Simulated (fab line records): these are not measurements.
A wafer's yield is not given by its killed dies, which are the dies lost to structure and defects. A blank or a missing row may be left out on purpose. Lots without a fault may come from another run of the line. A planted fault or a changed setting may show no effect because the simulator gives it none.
fab line records -- flow rit_cmos
[record] lots = 5, wafers = 15, last_day = 7
route steps=202 shown NLDD@105 PLDD@114 SPACER@125
lots that met no fault: from a run of the same line without faults
start_h: start of the lot's first displayed wafer, in hours after the record's first day -- wait_h: time in hours since the lot's previous step -- " repeats the value in the row above -- L1.1+2: a single row standing in for several wafers -- - value missing, or start not given -- * or withheld: withheld -- < > ~ a bound
route shown NAME@n: a module of which the file shows steps, and the number in the route of the first -- usual: mean/standard deviation of fault-free wafers -- same: alike in all rows -- chamber/n: place in a boat -- sites: the reading at each site -- _std_site: how widely they spread, as a standard deviation -- _edge_site: the outer-site mean with the inner-site mean subtracted -- radius_mm: for every site, how far away it sits from the centre of the wafer -- mask NAME#n: copy n -- behind: the tool/chamber that last shaped the wafer -- hold: why the lot went on hold/how many hours it stayed there/how the hold came to an end -- device: whichever transistor did not switch (one of n, p or np) -- end of line: the tests these same wafers got at the end of their route -- for a step that has no rows: nothing shown but its recipe -- killed: count of dies lost to structure and defects at first sort (not the wafer's yield) -- map: per-die view of a wafer (x killed, . not killed, _ where there is no die)
set.NAME: setting as actually run; set.NAME@STEP: the setting as run at that earlier step -- model.NAME: the simulator's own value behind a step, which no gauge read
a table for each step, a row for each wafer; lots at some steps of the route
services: from which hour (start_h, from the record's first day; less than 0 if before it) a tool's chamber was out of use, for how many hours, and why
[[steps]]
[step RIT_NLDD_SOFTBAKE_02]
[recipe] resist = NOVOLAK, temp_c = 90, time_s = 60
[step RIT_NLDD_EXPOSE_03]
[recipe] mask_id = M7, na = 0.57, target_cd_nm = 40700, dose_mj = 250
[step RIT_NLDD_PEB_04]
[recipe] resist = NOVOLAK, temp_c = withheld, time_s = withheld
[step RIT_NLDD_DEVELOP_05]
[recipe] resist = NOVOLAK, develop_time_s = 50, dev_temp_c = 23
[step RIT_NLDD_OVL_MEAS_06]
[usual] NLDD_OVL = 0.1/1.7
lot.wafer,tool,chamber,start_h,wait_h,NLDD_OVL[nm]
L792.2,overlay-02,-,75.96,-,3.1
L792.3,overlay-02,-,75.96,-,3.2
L792.5,overlay-02,-,75.96,-,1.7
L796.3,overlay-01,-,97.25,-,-1.3
L796.4,overlay-01,-,97.25,-,-1.5
L796.5,overlay-01,-,97.25,-,-1.1
L797.1,overlay-01,-,102.46,-,0.2
L797.2,overlay-01,-,102.46,-,1.7
L797.4,overlay-01,-,102.46,-,1.8
L798.1,overlay-02,-,106.67,-,0.0
L798.2,overlay-02,-,106.67,-,1.2
L798.5,overlay-02,-,106.67,-,-0.4
L805.1,overlay-02,-,142.18,-,-0.6
L805.2,overlay-02,-,142.18,-,-0.5
L805.3,overlay-02,-,142.18,-,-3.0
[step RIT_NLDD_HARDBAKE_07]
[recipe] resist = NOVOLAK, temp_c = 140, time_s = 60
[step RIT_NLDD_IMPLANT_08]
[recipe] species = P, energy_kev = 19.79, dose_cm2 = 5e+14, tilt_deg = 7
[step RIT_NLDD_STRIP_09]
[recipe] chemistry = O2, time_s = 180, resist = NOVOLAK, platen_temp_c = withheld, power_w = 500, pressure_mtorr = 4000, o2_flow_sccm = 4000
[usual] drypump_motor_current_A = 5.86/0.29, rf_refl_power_W = 6.2/1.7
lot.wafer,tool,chamber,start_h,wait_h,drypump_motor_current_A,rf_hours_counter_h,rf_refl_power_W
L792.2,plasma_asher-02,1,76.29,0.1,5.77,30,9.9
L792.3,plasma_asher-02,0,76.29,0.1,5.93,-,7.9
L792.5,plasma_asher-02,0,76.29,0.1,5.97,-,7.9
L796.3,plasma_asher-03,1,97.63,0.1,5.49,-,4.8
L796.4,plasma_asher-03,0,97.63,0.1,6.05,-,6.1
L796.5,plasma_asher-03,1,97.63,0.1,5.50,-,4.9
L797.1,plasma_asher-03,1,102.79,0.1,5.48,45,4.7
L797.2,plasma_asher-03,0,102.79,0.1,6.08,45,6.2
L797.4,plasma_asher-03,1,102.79,0.1,5.48,-,4.9
L798.1,plasma_asher-02,1,107.01,0.1,5.77,33,9.5
L798.2,plasma_asher-02,0,107.01,0.1,5.92,33,8.0
L798.5,plasma_asher-02,1,107.01,0.1,5.79,-,9.3
L805.1,plasma_asher-01,1,142.52,0.1,6.33,49,4.9
L805.2,plasma_asher-01,0,142.52,0.1,5.58,49,4.5
L805.3,plasma_asher-01,0,142.52,0.1,5.57,-,4.3
[step RIT_NLDD_TW_MEAS_10]
[usual] NLDD_TW = 2474/20
lot.wafer,tool,chamber,start_h,wait_h,NLDD_TW
L792.2,film_metro-02,-,76.47,0.1,2449
L792.3,film_metro-02,-,76.47,0.1,2447
L792.5,film_metro-02,-,76.47,0.1,2440
L796.3,film_metro-03,-,97.77,0.1,2495
L796.4,film_metro-03,-,97.77,0.1,2513
L796.5,film_metro-03,-,97.77,0.1,2497
L797.1,film_metro-04,-,102.97,0.1,2468
L797.2,film_metro-04,-,102.97,0.1,2475
L797.4,film_metro-04,-,102.97,0.1,2486
L798.1,film_metro-02,-,107.18,0.1,2453
L798.2,film_metro-02,-,107.18,0.1,2460
L798.5,film_metro-02,-,107.18,0.1,2441
L805.1,film_metro-04,-,142.69,0.1,2476
L805.2,film_metro-04,-,142.69,0.1,2463
L805.3,film_metro-04,-,142.69,0.1,2469
[step RIT_PLDD_HMDS_00]
[recipe] prime_time_s = 60, prime_temp_c = 140
[step RIT_PLDD_COAT_01]
[recipe] resist = NOVOLAK, spin_rpm = 3250, resist_thk_nm = 1000
[step RIT_PLDD_SOFTBAKE_02]
[recipe] resist = NOVOLAK, temp_c = 90, time_s = 60
[step RIT_PLDD_EXPOSE_03]
[recipe] mask_id = M8, na = 0.57, target_cd_nm = 40900, dose_mj = 250
[usual] stage_vel_mm_s = 500.02/0.27
lot.wafer,tool,chamber,start_h,wait_h,mask,stage_vel_mm_s
L792.2,iline_stepper-01,0,77.11,0.2,M8#0,499.76
L792.3,iline_stepper-01,0,77.11,0.2,M8#0,499.84
L792.5,iline_stepper-01,0,77.11,0.2,M8#0,499.52
L796.3,iline_stepper-02,0,98.42,0.2,M8#0,500.04
L796.4,iline_stepper-02,0,98.42,0.2,M8#0,500.28
L796.5,iline_stepper-02,0,98.42,0.2,M8#0,499.98
L797.1,iline_stepper-01,0,103.60,0.2,M7#0,499.99
L797.2,iline_stepper-01,0,103.60,0.2,M7#0,500.20
L797.4,iline_stepper-01,0,103.60,0.2,M7#0,499.90
L798.1,iline_stepper-02,0,107.99,0.2,M8#0,500.22
L798.2,iline_stepper-02,0,107.99,0.2,M8#0,500.18
L798.5,iline_stepper-02,0,107.99,0.2,M8#0,500.43
L805.1,iline_stepper-01,0,143.33,0.2,M8#0,500.10
L805.2,iline_stepper-01,0,143.33,0.2,M8#0,499.60
L805.3,iline_stepper-01,0,143.33,0.2,M8#0,499.81
[step RIT_PLDD_PEB_04]
[recipe] resist = NOVOLAK, temp_c = withheld, time_s = withheld
[step RIT_PLDD_DEVELOP_05]
[recipe] resist = NOVOLAK, develop_time_s = 50, dev_temp_c = 23
[step RIT_PLDD_OVL_MEAS_06]
[usual] PLDD_OVL = -0.2/1.3
lot.wafer,tool,chamber,start_h,wait_h,PLDD_OVL[nm]
L792.2,overlay-01,-,77.50,-,-0.5
L792.3,overlay-01,-,77.50,-,-2.4
L792.5,overlay-01,-,77.50,-,-0.3
L796.3,overlay-02,-,98.80,-,0.2
L796.4,overlay-02,-,98.80,-,-0.3
L796.5,overlay-02,-,98.80,-,0.9
L797.1,overlay-02,-,104.00,-,-
L797.2,overlay-02,-,104.00,-,-
L797.4,overlay-02,-,104.00,-,-
L798.1,overlay-01,-,108.39,-,-0.2
L798.2,overlay-01,-,108.39,-,0.6
L798.5,overlay-01,-,108.39,-,0.4
L805.1,overlay-02,-,143.73,-,0.8
L805.2,overlay-02,-,143.73,-,-0.4
L805.3,overlay-02,-,143.73,-,1.5
[step RIT_PLDD_HARDBAKE_07]
[recipe] resist = NOVOLAK, temp_c = 140, time_s = 60
[step RIT_PLDD_IMPLANT_08]
[recipe] species = BF2, energy_kev = 19.71, dose_cm2 = 9e+14, tilt_deg = 7
[step RIT_PLDD_STRIP_09]
[recipe] chemistry = O2, time_s = 180, resist = NOVOLAK, platen_temp_c = withheld, power_w = 500, pressure_mtorr = 4000, o2_flow_sccm = 4000
[usual] drypump_motor_current_A = 5.8/0.41, rf_refl_power_W = 6.1/1.7
lot.wafer,tool,chamber,start_h,wait_h,drypump_motor_current_A,rf_hours_counter_h,rf_refl_power_W
L792.2,plasma_asher-01,0,77.83,0.1,5.6,42,4.7
L792.3,plasma_asher-01,1,77.83,0.1,6.3,-,4.9
L792.5,plasma_asher-01,1,77.83,0.1,6.3,-,4.8
L796.3,plasma_asher-02,1,99.18,0.1,5.8,-,9.3
L796.4,plasma_asher-02,0,99.18,0.1,5.9,-,7.9
L796.5,plasma_asher-02,0,99.18,0.1,6.0,-,8.0
L797.1,plasma_asher-01,0,104.34,0.1,5.6,44,4.9
L797.2,plasma_asher-01,1,104.34,0.1,6.3,44,4.7
L797.4,plasma_asher-01,1,104.34,0.1,6.3,-,4.8
L798.1,plasma_asher-01,1,108.73,0.1,6.3,45,4.9
L798.2,plasma_asher-01,0,108.73,0.1,5.6,45,4.6
L798.5,plasma_asher-01,1,108.73,0.1,6.3,-,4.5
L805.1,plasma_asher-04,1,144.07,0.1,4.9,50,6.0
L805.2,plasma_asher-04,0,144.07,0.1,5.7,50,6.4
L805.3,plasma_asher-04,0,144.07,0.1,5.7,-,6.4
[step RIT_PLDD_TW_MEAS_10]
[usual] PLDD_TW = 2325/20
lot.wafer,tool,chamber,start_h,wait_h,PLDD_TW
L792.2,film_metro-04,-,78.02,0.1,2332
L792.3,film_metro-04,-,78.02,0.1,2328
L792.5,film_metro-04,-,78.02,0.1,2354
L796.3,film_metro-03,-,99.31,0.1,2353
L796.4,film_metro-03,-,99.31,0.1,2343
L796.5,film_metro-03,-,99.31,0.1,2352
L797.1,film_metro-02,-,104.52,0.1,30
L797.2,film_metro-02,-,104.52,0.1,30
L797.4,film_metro-02,-,104.52,0.1,30
L798.1,film_metro-04,-,108.90,0.1,2330
L798.2,film_metro-04,-,108.90,0.1,2332
L798.5,film_metro-04,-,108.90,0.1,2338
L805.1,film_metro-03,-,144.24,0.1,2341
L805.2,film_metro-03,-,144.24,0.1,2340
L805.3,film_metro-03,-,144.24,0.1,2339
[step RIT_SPACER_CLEAN_00]
[recipe] chemistry = SC1, mix = 3:3:50, time_s = 600, temp_c = 75
[[services]]
tool,chamber,start_h,hours,kind
iline_stepper-01,-,80.77,4.4,pm
iline_stepper-02,-,83.29,5.9,repair
plasma_asher-03,-,108.75,9.0,pm
plasma_asher-03,0,108.75,9.0,vent_cycle
plasma_asher-03,1,108.75,9.0,vent_cycle
plasma_asher-03,0,117.75,-,clean
plasma_asher-03,1,117.75,-,clean
[[key]]
[first_sign] step = RIT_PLDD_EXPOSE_03, reading = mask, direction = changed
[effect] step = RIT_PLDD_OVL_MEAS_06, reading = PLDD_OVL, direction = missing
[effect] step = RIT_PLDD_TW_MEAS_10, reading = PLDD_TW, direction = down, sigmas = 99+, usual = 2325, struck = 30
met_at RIT_PLDD_EXPOSE_03
struck_wafers L797.1,L797.2,L797.4
sort_left_out L797.1,L797.2,L797.4
tester_left_out L797
onset_between 77.11 103.60
[fault] kind = wrong_mask, tool = any, chamber = -, onset_h = 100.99, steps = RIT_PLDD_EXPOSE_03, aux_copy = M7#0, scope = struck_lots_only
// tester_left_out: of these lots the tester's yield and bins aren't shown, on N5 and GAA mostly nor the transistor test; their killed dies are dies lost to structure and defects alone, not to doping, threshold or leakage, so they don't give the yield
// sort_left_out: the simulated sort isn't trusted on such a fault, so these wafers' sort isn't shown, and their yield isn't known
